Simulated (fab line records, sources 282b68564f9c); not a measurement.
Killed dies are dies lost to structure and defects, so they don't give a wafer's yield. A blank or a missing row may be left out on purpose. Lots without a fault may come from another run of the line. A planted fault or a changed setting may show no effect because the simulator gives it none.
fab line records | flow rit_cmos
record lots=14 wafers=42 last_day=7
route steps=202 shown NRETRO@61 GATE@96 CONTACT@180 M1@196
lots that met no fault: from a run of the same line without faults
start_h: hours from the record's first day to the start of the lot's first wafer shown | wait_h: hours since the lot's step before | " the same as in the row above | L1.1+2: a row that stands for several wafers | - no value, or no start given | * or withheld: withheld | < > ~ a bound
route shown NAME@n: a module of which the file shows steps, and the number in the route of the first | usual: mean/standard deviation of fault-free wafers | same: alike in all rows | chamber/n: place in a boat | sites: the reading at each site | _std_site: their standard deviation | _edge_site: outer sites' mean less inner sites' | radius_mm: how far each site lies from the wafer's centre | mask NAME#n: copy n | behind: the tool/chamber that last shaped the wafer | hold: why the lot was held/for how many hours/how that ended | device: the transistor (n, p or np) that didn't switch | end of line: the same wafers' tests at the end of the route | a step without rows: its recipe alone | killed: dies lost to structure and defects at the first sort, not the wafer's yield | map: a wafer's dies, x killed, . not, _ none there
set.NAME: the setting as run; set.NAME@STEP: as run at that earlier step | model.NAME: the simulator's own value behind a step, which no gauge read
steps of the route over a sample of lots; a table a step, a row a wafer
services: from which hour (start_h, from the record's first day; less than 0 if before it) a tool's chamber was out of use, for how many hours, and why
## steps
# step RIT_NRETRO_IMPLANT_08
# recipe species=P energy_kev=70 dose_cm2=1e+13 tilt_deg=7
# usual beam_on_s=9.99/0.21 dose_ions_cm2=9.997e+12/1.2e+10 tilt_deg=6.999/0.02
# columns lot.wafer tool chamber start_h wait_h beam_on_s dose_ions_cm2 tilt_deg
L762.1 implanter-03 0 31.61 0.2 9.91 9.983e+12 6.983
L762.5 " 0 " " 10.33 9.992e+12 6.979
L762.6 " 0 " " 9.86 9.985e+12 6.987
L763.1 implanter-02 0 34.86 0.2 9.99 9.992e+12 6.983
L763.3 " 0 " " 9.81 1.0006e+13 7.019
L763.5 " 0 " " 10.16 1.0012e+13 7.010
L764.2 implanter-02 0 42.11 0.2 10.12 9.974e+12 6.997
L764.3 " 0 " " 9.97 9.999e+12 7.003
L764.6 " 0 " " 10.08 9.986e+12 7.021
L766.2 implanter-03 0 52.60 0.2 10.36 9.985e+12 6.976
L766.5 " 0 " " 9.98 1.0012e+13 7.025
L766.6 " 0 " " 9.82 9.986e+12 6.996
L767.2 implanter-02 0 57.76 0.2 10.05 9.982e+12 7.022
L767.4 " 0 " " 10.19 9.994e+12 6.992
L767.6 " 0 " " 10.06 9.991e+12 6.987
L768.3 implanter-01 0 61.82 0.2 9.77 9.999e+12 6.973
L768.4 " 0 " " 10.01 9.987e+12 6.986
L768.6 " 0 " " 9.74 9.991e+12 6.955
L769.1 implanter-01 0 67.10 0.2 9.98 1.0007e+13 6.965
L769.2 " 0 " " 9.70 1.0014e+13 6.959
L769.3 " 0 " " 9.73 9.998e+12 6.998
L770.1 implanter-02 0 75.68 0.2 9.93 9.995e+12 6.996
L770.2 " 0 " " 10.22 1.0009e+13 7.018
L770.6 " 0 " " 9.67 9.995e+12 7.015
L774.1 implanter-03 0 94.14 0.2 10.10 9.994e+12 7.009
L774.2 " 0 " " 10.16 9.994e+12 7.032
L774.4 " 0 " " 10.04 9.984e+12 6.994
L775.1 implanter-03 0 99.10 0.2 10.33 9.993e+12 7.001
L775.3 " 0 " " 9.85 1.0008e+13 6.993
L775.5 " 0 " " 10.02 1.0001e+13 6.983
L776.2 implanter-03 0 108.58 0.2 9.67 1.0171e+13 6.998
L776.3 " 0 " " 10.21 1.0175e+13 6.993
L776.4 " 0 " " 9.78 1.0154e+13 7.038
L777.2 implanter-01 0 111.72 0.2 10.12 9.988e+12 7.013
L777.4 " 0 " " 10.10 9.986e+12 7.023
L777.5 " 0 " " 9.96 9.991e+12 7.005
L778.2 implanter-01 0 114.98 0.2 9.96 1.0013e+13 6.988
L778.5 " 0 " " 10.27 9.998e+12 6.957
L778.6 " 0 " " 9.87 1.0003e+13 6.967
L780.2 implanter-03 0 125.44 0.2 9.99 1.0186e+13 6.994
L780.4 " 0 " " 9.84 1.0173e+13 6.987
L780.6 " 0 " " 10.19 1.0186e+13 6.991
# step RIT_GATE_STRIP_20
# recipe chemistry=O2 time_s=180 resist=NOVOLAK platen_temp_c=withheld power_w=500 pressure_mtorr=4000 o2_flow_sccm=4000
# usual drypump_motor_current_A=5.7/0.45
# columns lot.wafer tool chamber start_h wait_h drypump_motor_current_A rf_hours_counter_h
L762.1 plasma_asher-01 1 38.54 0.1 5.9 39
L762.5 " 1 " " 5.9 -
L762.6 " 0 " " 5.4 -
L763.1 plasma_asher-01 1 42.73 0.1 6.0 40
L763.3 " 0 " " 5.4 -
L763.5 " 1 " " 6.0 -
L764.2 plasma_asher-04 1 53.49 0.1 6.1 40
L764.3 " 0 " " 5.4 -
L764.6 " 0 " " 5.4 -
L766.2 plasma_asher-01 0 64.40 0.1 5.4 42
L766.5 " 1 " " 5.9 -
L766.6 " 0 " " 5.4 -
L767.2 plasma_asher-04 1 67.77 0.1 6.1 41
L767.4 " 0 " " 5.4 -
L767.6 " 1 " " 6.1 -
L768.3 plasma_asher-03 1 71.37 0.1 5.0 -
L768.4 " 0 " " 6.3 -
L768.6 " 1 " " 5.0 -
L769.1 plasma_asher-03 1 78.41 0.1 5.0 29
L769.2 " 0 " " 6.3 29
L769.3 " 0 " " 6.3 -
L770.1 plasma_asher-04 1 84.49 0.1 6.1 43
L770.2 " 0 " " 5.4 43
L770.6 " 0 " " 5.4 -
L774.1 plasma_asher-04 1 101.71 0.1 6.1 45
L774.2 " 0 " " 5.4 45
L774.4 " 0 " " 5.4 -
L775.1 plasma_asher-04 0 106.89 0.1 5.4 46
L775.3 " 1 " " 6.1 -
L775.5 " 0 " " 5.4 -
L776.2 plasma_asher-01 0 120.96 0.1 5.4 1
L776.3 " 0 " " 5.4 -
L776.4 " 1 " " 6.0 -
L777.2 plasma_asher-03 1 121.34 0.1 5.0 33
L777.4 " 0 " " 6.3 -
L777.5 " 1 " " 5.0 -
L778.2 plasma_asher-03 1 127.89 0.1 5.0 34
L778.5 " 0 " " 6.3 -
L778.6 " 1 " " 5.0 -
L780.2 plasma_asher-04 1 140.17 0.1 6.1 49
L780.4 " 1 " " 6.1 -
L780.6 " 0 " " 5.4 -
# step RIT_CONTACT_STRIP_12
# recipe chemistry=O2 time_s=180 resist=NOVOLAK platen_temp_c=withheld power_w=500 pressure_mtorr=4000 o2_flow_sccm=4000
# usual drypump_motor_current_A=5.8/0.6
# columns lot.wafer tool chamber start_h wait_h drypump_motor_current_A rf_hours_counter_h
L762.1 plasma_asher-03 1 53.99 0.1 5.0 26
L762.5 " 0 " " 6.2 -
L762.6 " 1 " " 5.0 -
L763.1 plasma_asher-02 1 58.66 0.1 5.5 43
L763.3 " 1 " " 5.5 -
L763.5 " 1 " " 5.5 -
L764.2 plasma_asher-03 0 68.44 0.1 6.3 28
L764.3 " 1 " " 5.0 -
L764.6 " 0 " " 6.3 -
L766.2 plasma_asher-02 0 80.60 0.1 6.6 45
L766.5 " 0 " " 6.6 -
L766.6 " 1 " " 5.5 -
L767.2 plasma_asher-02 1 83.77 0.1 5.5 45
L767.4 " 0 " " 6.6 -
L767.6 " 0 " " 6.6 -
L768.3 plasma_asher-03 1 88.70 0.2 5.0 -
L768.4 " 0 " " 6.3 -
L768.6 " 1 " " 5.0 -
L769.1 plasma_asher-04 0 93.55 0.1 5.4 44
L769.2 " 1 " " 6.1 44
L769.3 " 1 " " 6.1 -
L770.1 plasma_asher-03 1 100.98 0.1 5.0 31
L770.2 " 0 " " 6.2 31
L770.6 " 1 " " 5.0 -
L774.1 plasma_asher-03 0 117.68 0.1 6.3 33
L774.2 " 1 " " 5.0 33
L774.4 " 1 " " 5.0 -
L775.1 plasma_asher-04 1 124.26 0.1 6.1 47
L775.3 " 1 " " 6.1 -
L775.5 " 0 " " 5.4 -
L777.2 plasma_asher-02 0 138.93 0.1 6.6 50
L777.4 " 0 " " 6.6 -
L777.5 " 1 " " 5.5 -
L776.2 plasma_asher-03 1 139.42 0.1 5.0 35
L776.3 " 0 " " 6.3 -
L776.4 " 1 " " 5.0 -
L778.2 plasma_asher-04 1 147.54 0.1 6.1 49
L778.5 " 1 " " 6.0 -
L778.6 " 0 " " 5.4 -
L780.2 plasma_asher-02 1 160.29 0.1 5.5 51
L780.4 " 0 " " 6.6 -
L780.6 " 0 " " 6.6 -
# step RIT_M1_METAL_ETCH_12
# recipe stop_on=SiO2 chemistry=Cl2/BCl3 target=Al time_s=165 over_etch_frac=0.5 pressure_mtorr=100 target_depth_a=6000 rf_w=250 Cl2_flow_sccm=60 bcl3_flow_sccm=50
# usual drypump_motor_current_A=5.9/0.38 oes_product_au=0.768/0.012 throttle_valve_pct=8.32/0.08
# columns lot.wafer tool chamber start_h wait_h drypump_motor_current_A oes_product_au rf_hours_counter_h throttle_valve_pct
L762.1 rie_metal-04 0 56.41 0.2 6.2 0.776 1 8.20
L762.5 " 1 " " 5.0 0.773 - 8.22
L762.6 " 0 " " 6.2 0.781 - 8.19
L763.1 rie_metal-02 0 61.10 0.2 6.2 0.784 2 8.33
L763.3 " 1 " " 5.9 0.753 - 8.37
L763.5 " 0 " " 6.1 0.782 - 8.33
L764.2 rie_metal-03 1 71.02 0.2 6.1 0.772 37 8.45
L764.3 " 1 " " 6.1 0.758 - 8.45
L764.6 " 0 " " 6.0 0.758 - 8.29
L766.2 rie_metal-02 0 83.13 0.2 6.1 0.784 3 8.33
L766.5 " 0 " " 6.1 0.775 - 8.32
L766.6 " 1 " " 5.9 0.749 - 8.37
L767.2 rie_metal-03 0 86.32 0.2 6.0 0.757 32 8.31
L767.4 " 0 " " 6.0 0.765 - 8.30
L767.6 " 1 " " 6.1 0.772 - 8.43
L768.3 rie_metal-04 0 91.25 0.2 6.2 0.769 - 8.18
L768.4 " 1 " " 5.0 0.765 - 8.22
L768.6 " 0 " " 6.2 0.762 - 8.20
L769.1 rie_metal-02 1 95.99 0.2 5.9 0.746 3 8.38
L769.2 " 0 " " 6.2 0.777 3 8.34
L769.3 " 1 " " 5.8 0.744 - 8.36
L770.1 rie_metal-03 1 103.53 0.2 6.2 0.778 37 8.42
L770.2 " 0 " " 6.0 0.772 32 8.29
L770.6 " 1 " " 6.1 0.765 - 8.45
L774.1 rie_metal-04 0 120.09 0.2 6.2 0.772 1 8.19
L774.2 " 1 " " 5.0 0.761 1 8.23
L774.4 " 0 " " 6.2 0.766 - 8.18
L775.1 rie_metal-02 0 126.67 0.2 6.1 0.781 3 8.34
L775.3 " 0 " " 6.1 0.779 - 8.32
L775.5 " 1 " " 5.9 0.743 - 8.38
L777.2 rie_metal-04 0 141.46 0.2 6.2 0.776 1 8.20
L777.4 " 1 " " 5.0 0.755 - 8.22
L777.5 " 1 " " 5.0 0.759 - 8.24
L776.2 rie_metal-02 1 141.95 0.2 5.9 0.751 3 8.38
L776.3 " 0 " " 6.1 0.771 - 8.33
L776.4 " 1 " " 5.9 0.749 - 8.37
L778.2 rie_metal-04 1 149.95 0.2 5.0 0.766 2 8.25
L778.5 " 1 " " 5.0 0.765 - 8.23
L778.6 " 0 " " 6.2 0.772 - 8.19
L780.2 rie_metal-03 1 163.03 0.2 6.1 0.767 0 8.41
L780.4 " 1 " " 6.1 0.769 - 8.43
L780.6 " 1 " " 6.2 0.766 - 8.42
# step RIT_M1_PROBE_99
# usual killed_at_contacts=0.1/0.24 killed_at_front_end=7/3.1 killed_dies=7/3.1 killed_open=3.3/1.9 killed_short=3.9/2.1
# same gross_dies=264 killed_at_M0_to_M3=0 killed_at_M4_up=0 killed_at_back_side=0 killed_at_other=0
# columns lot.wafer tool chamber start_h wait_h killed_at_contacts killed_at_front_end killed_dies killed_open killed_short
L770.1 prober-01 - 105.78 0.1 0 9 9 4 5
L770.2 prober-01 - 105.83 0.1 0 10 10 4 6
L770.6 prober-01 - 106.03 0.2 1 11 12 5 7
L774.1 prober-01 - 122.41 0.1 0 8 8 5 3
L774.2 prober-01 - 122.46 0.1 0 4 4 2 2
L774.4 prober-01 - 122.56 0.2 0 8 8 3 5
L775.1 prober-02 - 128.92 0.1 0 7 7 4 3
L775.3 prober-02 - 129.02 0.2 0 3 3 1 2
L775.5 prober-02 - 129.12 0.2 0 6 6 2 4
L777.2 prober-01 - 143.76 0.1 0 13 13 8 5
L777.4 prober-01 - 143.86 0.2 0 10 10 5 5
L777.5 prober-01 - 143.91 0.2 0 10 10 4 6
L776.2 prober-02 - 145.27 0.1 0 4 4 2 2
L776.3 prober-02 - 145.32 0.2 0 11 11 0 9
L776.4 prober-02 - 145.37 0.2 0 6 6 2 3
# killed by level:class
L770.1 FOX1:geometric_particle:short=2 GATE:geometric_particle:open=2 SPACER:geometric_particle:short=2 FOX2:geometric_particle:open=1 GATE:geometric_particle:short=1 SPACER:geometric_particle:open=1
L770.2 GATE:geometric_particle:short=5 REOX:geometric_particle:open=2 GATE:geometric_particle:open=1 REOX:geometric_particle:short=1 SILICIDE:geometric_particle:open=1
L770.6 FOX2:geometric_particle:short=2 GATE:geometric_particle:short=2 GATE:geometric_particle:open=2 FOX1:geometric_particle:short=1 REOX:geometric_particle:open=1 SPACER:geometric_particle:open=1 SPACER:geometric_particle:short=1 SILICIDE:geometric_particle:short=1
L774.1 FOX1:geometric_particle:open=2 GATE:geometric_particle:open=2 FOX1:geometric_particle:short=1 FOX2:geometric_particle:short=1 REOX:geometric_particle:open=1 REOX:geometric_particle:short=1
L774.2 GATE:geometric_particle:short=1 GATE:geometric_particle:open=1 SPACER:geometric_particle:open=1 SILICIDE:geometric_particle:short=1
L774.4 SILICIDE:geometric_particle:short=4 SILICIDE:geometric_particle:open=2 FOX1:geometric_particle:short=1 REOX:geometric_particle:open=1
L775.1 GATE:geometric_particle:open=3 GATE:geometric_particle:short=2 SPACER:geometric_particle:open=1 SPACER:geometric_particle:short=1
L775.3 FOX1:geometric_particle:short=2 SPACER:geometric_particle:open=1
L775.5 SILICIDE:geometric_particle:short=2 SILICIDE:geometric_particle:open=2 FOX1:geometric_particle:short=1 REOX:geometric_particle:short=1
L777.2 GATE:geometric_particle:open=4 REOX:geometric_particle:open=2 SILICIDE:geometric_particle:short=2 FOX1:geometric_particle:open=1 FOX1:geometric_particle:short=1 GATE:geometric_particle:short=1 REOX:geometric_particle:short=1 SPACER:geometric_particle:open=1
L777.4 GATE:geometric_particle:short=4 SILICIDE:geometric_particle:open=2 GATE:geometric_particle:open=1 REOX:geometric_particle:open=1 SPACER:geometric_particle:open=1 SPACER:geometric_particle:short=1
L777.5 GATE:geometric_particle:short=4 GATE:geometric_particle:open=2 REOX:geometric_particle:short=2 FOX1:geometric_particle:open=1 SILICIDE:geometric_particle:open=1
L776.2 ACTIVE:geometric_particle:open=1 GATE:geometric_particle:open=1 GATE:geometric_particle:short=1 SILICIDE:geometric_particle:short=1
L776.3 GATE:geometric_particle:short=6 FOX2:geometric_particle:short=2 PWELL:coat_microbubble_printed=2 FOX1:geometric_particle:short=1
L776.4 SILICIDE:geometric_particle:short=2 FOX2:geometric_particle:short=1 REOX:geometric_particle:open=1 SILICIDE:geometric_particle:open=1 PWELL:coat_microbubble_printed=1
## services
# columns tool chamber start_h hours kind
rie_metal-04 0 14.38 - clean
rie_metal-04 - 22.40 1.4 repair
plasma_asher-03 - 27.16 14.6 pm
implanter-01 - 31.29 0.7 repair
plasma_asher-04 - 35.24 10.0 pm
implanter-01 - 38.64 4.0 pm
plasma_asher-02 - 44.58 1.2 repair
plasma_asher-04 - 47.58 3.2 repair
rie_metal-02 - 51.33 0.4 repair
rie_metal-03 - 51.51 2.1 repair
rie_metal-04 1 53.84 2.2 repair
rie_metal-03 1 55.42 9.3 repair
implanter-02 - 88.23 6.2 repair
plasma_asher-02 - 92.16 14.6 pm
plasma_asher-01 - 108.75 9.0 pm
plasma_asher-03 - 112.93 2.7 repair
rie_metal-02 - 113.42 0.6 repair
implanter-01 - 116.89 1.2 repair
plasma_asher-04 - 116.94 2.9 repair
rie_metal-03 1 118.97 20.8 repair
rie_metal-03 - 136.12 20.0 pm
rie_metal-04 1 152.64 8.5 repair
rie_metal-03 - 155.65 0.4 repair
rie_metal-04 - 156.57 28.1 pm
## key
first_sign step=RIT_NRETRO_IMPLANT_08 reading=dose_ions_cm2 direction=up sigmas=15 usual=9.997e+12 struck=1.0174e+13
effect none on later readings
met_at RIT_NRETRO_IMPLANT_08
struck_lots L776,L780
tester_left_out L776,L780
not_acting_at RIT_GATE_STRIP_20,RIT_CONTACT_STRIP_12,RIT_M1_METAL_ETCH_12
onset_between 99.10 108.58
fault kind=process_parameter_drift tool=implanter-03 chamber=- onset_h=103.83 steps=RIT_NRETRO_IMPLANT_08 channel=dose_cm2 offset=1.6723e+11 shape=step end_h=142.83 acts_in=these_recipes_only stated=1e+13
# tester_left_out: of these lots the tester's yield and bins aren't shown, on N5 and GAA mostly nor the transistor test; their killed dies are dies lost to structure and defects alone, not to doping, threshold or leakage, so they don't give the yield
